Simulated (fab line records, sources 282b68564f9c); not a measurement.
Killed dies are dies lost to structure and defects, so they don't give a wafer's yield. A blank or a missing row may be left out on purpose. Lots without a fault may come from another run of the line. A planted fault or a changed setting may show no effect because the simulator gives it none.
One fault seen from 2 desks | flow rit_cmos | each desk has only its own numbers; what lay behind them comes last

THE METROLOGY DESK
What the gauges read, lot by lot, whatever tool the lot ran on: means of the sampled wafers that have a number. A lot is out of limits, marked OUT, if its mean lies more than 4 standard deviations from the usual mean; the brackets give that distance.
Columns: A = ACTIVE_OXIDE_THK at RIT_ACTIVE_THK_MEAS_02, usual 46.5 nm; B = ACTIVE_NITRIDE_THK at RIT_ACTIVE_THK_MEAS_04, usual 149.5 nm; C = cd_nm at RIT_ACTIVE_CD_MEAS_11, usual 1399.6 nm
lot  | first seen here | A    | B     | C
L900 | day 3 04:04     | 46.9 | 151.4 | 1401.0
L901 | day 3 10:46     | 47.1 | 147.9 | 1397.7
L910 | day 5 06:03     | 45.0 | 149.4 | 1402.2
L914 | day 6 02:19     | 46.2 | 149.7 | 1398.5
L915 | day 6 07:04     | 47.9 | 149.8 | 1396.6
This desk's finding: nothing out of limits on any of the 5 lots.

THE TOOL OWNER'S DESK: rie_diel-04
The tool's own readings at RIT_ACTIVE_ETCH_13 (etches Si3N4 in SF6, stops on SiO2, time 210 s, target depth 210 nm): means of the sampled wafers that have a number, for each lot that ran on this tool. A lot is out of limits, marked OUT, if its mean lies more than 4 standard deviations from the usual mean; the brackets give that distance.
Columns: A = drypump_motor_current_A at RIT_ACTIVE_ETCH_13, usual 5.7 A; B = oes_product_au at RIT_ACTIVE_ETCH_13, usual 0.820 a.u.; C = throttle_valve_pct at RIT_ACTIVE_ETCH_13, usual 7.47 %
lot  | first seen here | A   | B     | C
L900 | day 3 06:43     | 5.7 | 0.814 | 7.45
L910 | day 5 08:43     | 5.8 | 0.831 | 7.67
This desk's finding: nothing out of limits on any of the 2 lots.

PUT TOGETHER
The metrology desk saw nothing out of limits.
The tool owner's desk saw nothing out of limits.

WHAT THE SIMULATOR HAD PUT IN
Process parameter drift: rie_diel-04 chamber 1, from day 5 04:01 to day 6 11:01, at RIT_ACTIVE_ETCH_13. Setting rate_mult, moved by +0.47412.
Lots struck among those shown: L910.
